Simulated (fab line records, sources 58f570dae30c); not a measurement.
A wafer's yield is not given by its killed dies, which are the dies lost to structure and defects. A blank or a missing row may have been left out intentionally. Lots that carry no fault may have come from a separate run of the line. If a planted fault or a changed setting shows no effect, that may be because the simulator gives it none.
Split-lot experiment + flow berkeley cmos170 + on a route of 331 steps: 5 lots, 23 wafers read

== THE SPLIT ==
At UCB170_NWELL_CVD_04 (deposits Si3N4 from SiH2Cl2/NH3, target thk 224 nm, time 3360 s), the setting sih2cl2 flow sccm was moved away from the recipe's 25 sccm on 10 of the 23 wafers read, by +4.6% to +7.4%. For the rest of the wafers, this setting stayed at what the recipe calls for.

The reading is taken at the split's own step.

== THE READING ==
Si3N4_of_NWELL_CVD_04.thk nm (the simulator's own value, which no gauge read), in nm, at UCB170_NWELL_CVD_04 (deposits Si3N4 from SiH2Cl2/NH3, target thk 224 nm, time 3360 s). There is no usual value for it anywhere in the file. The 13 wafers here that ran the recipe average 220.8 nm, standard deviation 2.6 nm.

| wafer  | tool, chamber at the split | sih2cl2 flow sccm as run, sccm | against the recipe | Si3N4_of_NWELL_CVD_04.thk nm, nm | against lot-mates on the recipe |
|--------|----------------------------|--------------------------------|--------------------|----------------------------------|---------------------------------|
| L076.1 | -, -                       | 26.16                          | +4.6%              | 224.4                            | no lot-mate on the recipe       |
| L076.2 | -, -                       | 26.16                          | +4.6%              | 225.4                            | no lot-mate on the recipe       |
| L076.4 | -, -                       | 26.16                          | +4.6%              | 226.1                            | no lot-mate on the recipe       |
| L076.5 | -, -                       | 26.16                          | +4.6%              | 226.1                            | no lot-mate on the recipe       |
| L076.6 | -, -                       | 26.16                          | +4.6%              | 224.2                            | no lot-mate on the recipe       |
| L078.1 | -, -                       | 25                             | recipe             | 220.5                            | -                               |
| L078.2 | -, -                       | 25                             | recipe             | 221.9                            | -                               |
| L078.3 | -, -                       | 25                             | recipe             | 219.5                            | -                               |
| L078.5 | -, -                       | 25                             | recipe             | 218.2                            | -                               |
| L078.6 | -, -                       | 25                             | recipe             | 221.2                            | -                               |
| L079.1 | lpcvd-02, 0                | 25                             | recipe             | 223.6                            | -                               |
| L079.4 | lpcvd-02, 0                | 25                             | recipe             | 225.9                            | -                               |
| L079.6 | lpcvd-02, 0                | 25                             | recipe             | 225.1                            | -                               |
| L082.2 | -, -                       | 26.84                          | +7.4%              | 227.6                            | no lot-mate on the recipe       |
| L082.3 | -, -                       | 26.84                          | +7.4%              | 227.9                            | no lot-mate on the recipe       |
| L082.4 | -, -                       | 26.84                          | +7.4%              | 229.4                            | no lot-mate on the recipe       |
| L082.5 | -, -                       | 26.84                          | +7.4%              | 229.1                            | no lot-mate on the recipe       |
| L082.6 | -, -                       | 26.84                          | +7.4%              | 229.8                            | no lot-mate on the recipe       |
| L084.1 | -, -                       | 25                             | recipe             | 218.8                            | -                               |
| L084.2 | -, -                       | 25                             | recipe             | 217.5                            | -                               |
| L084.3 | -, -                       | 25                             | recipe             | 219.8                            | -                               |
| L084.4 | -, -                       | 25                             | recipe             | 218.7                            | -                               |
| L084.5 | -, -                       | 25                             | recipe             | 219.3                            | -                               |

THE FIT
A straight line over all 23 wafers: Si3N4_of_NWELL_CVD_04.thk nm changes by +1.06 nm for each +1% of sih2cl2 flow sccm; r = +0.85; the points scatter about the line by 2.1 nm.
Too few moved wafers with a lot-mate on the recipe to fit a line net of each lot's own level.

== THE FILE'S OWN FIT ==
Si3N4_of_NWELL_CVD_04.thk nm changes by +1.06 nm for each +1% of sih2cl2 flow sccm, r = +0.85.
